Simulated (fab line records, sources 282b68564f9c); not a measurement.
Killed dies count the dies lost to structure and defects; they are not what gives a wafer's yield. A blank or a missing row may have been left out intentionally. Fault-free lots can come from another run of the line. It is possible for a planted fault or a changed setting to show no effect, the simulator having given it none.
Which tool is to blame? :: flow rit_cmos :: 7 lots, 21 wafers sampled, at 3 steps of a route of 202

## WHAT THE GAUGES READ, wafer by wafer
RIT_M1_CD_MEAS_09 targets a cd of 2600 nm.
lot: L497
measured: day 3 15:51
on: cd_sem-02
cd_nm (nm): 2602.5 2599.0 2600.3

lot: L501
measured: day 4 14:24
on: cd_sem-01
cd_nm (nm): 2598.3 2598.0 2600.5

lot: L504
measured: day 5 05:13
on: cd_sem-01
cd_nm (nm): 2600.8 2601.7 2602.3

lot: L509
measured: day 6 01:35
on: cd_sem-01
cd_nm (nm): 2598.9 2598.4 2598.3

lot: L511
measured: day 6 13:34
on: cd_sem-02
cd_nm (nm): - - -

lot: L516
measured: day 7 15:35
on: cd_sem-01
cd_nm (nm): 2602.0 2603.4 2603.4

lot: L519
measured: day 8 04:37
on: cd_sem-01
cd_nm (nm): 2599.7 2600.5 2596.8

## EACH LOT AND THE TOOL THAT RAN IT (in order: tool; ch and the chambers of the sampled wafers; start)
lot: L497
RIT_CONTACT_ETCH_11: rie_diel-03 ch 0,2,3, day 3 13:37
RIT_M1_COAT_04: litho_track-01 ch 0, day 3 15:08

lot: L501
RIT_CONTACT_ETCH_11: rie_diel-04 ch 0,3, day 4 12:02
RIT_M1_COAT_04: litho_track-02 ch 0, day 4 13:33

lot: L504
RIT_CONTACT_ETCH_11: rie_diel-04 ch 0,1,2, day 5 03:01
RIT_M1_COAT_04: litho_track-01 ch 0, day 5 04:30

lot: L509
RIT_CONTACT_ETCH_11: rie_diel-02 ch 1,2,3, day 5 23:13
RIT_M1_COAT_04: litho_track-04 ch 0, day 6 00:44

lot: L511
RIT_CONTACT_ETCH_11: rie_diel-02 ch 0,1,2, day 6 11:15
RIT_M1_COAT_04: litho_track-04, day 6 12:43

lot: L516
RIT_CONTACT_ETCH_11: rie_diel-04 ch 0,1,2, day 7 13:23
RIT_M1_COAT_04: litho_track-02 ch 0, day 7 14:52

lot: L519
RIT_CONTACT_ETCH_11: rie_diel-04 ch 0,2, day 8 02:14
RIT_M1_COAT_04: litho_track-01 ch 0, day 8 03:46
- RIT_CONTACT_ETCH_11: etches SiO2 in CHF3/CF4/Ar, stops on TiSi2, target depth 480 nm, time 320 s.
- RIT_M1_COAT_04: resist thk 1300 nm.

## THE ANSWER, worked out from the rows above alone
Rule: the lots themselves supply what counts as usual. Put in order of their means at a reading, lots are off if they are a third of the lots or fewer, leave a main group of 4 or more, and stand apart from it by a gap of 3 or more times the standard deviation of the main group's means; of several such gaps the widest counts. A main group whose means are all the same, to the digits that the tables above print for the reading, isn't used. Also off: a lot with no number at a reading for which 4 or more lots have one. Any other lot the step has rows for is counted as sound.
Off: L511, at RIT_M1_CD_MEAS_09 (cd_nm). Without a number there: L511. For the main group the mean is 2600.3 nm and the standard deviation 1.6.
If a tool, at a process step before that reading, ran all the lots that are off and no sound lot after the first of them, it fits. Gauges at RIT_M1_CD_MEAS_09: tried the same way as those tools. Can't be told from this: 3 tools fit, rie_diel-02 at RIT_CONTACT_ETCH_11, litho_track-04 at RIT_M1_COAT_04, cd_sem-02 at RIT_M1_CD_MEAS_09.

## WHAT HAD BEEN PUT IN BY THE SIMULATOR
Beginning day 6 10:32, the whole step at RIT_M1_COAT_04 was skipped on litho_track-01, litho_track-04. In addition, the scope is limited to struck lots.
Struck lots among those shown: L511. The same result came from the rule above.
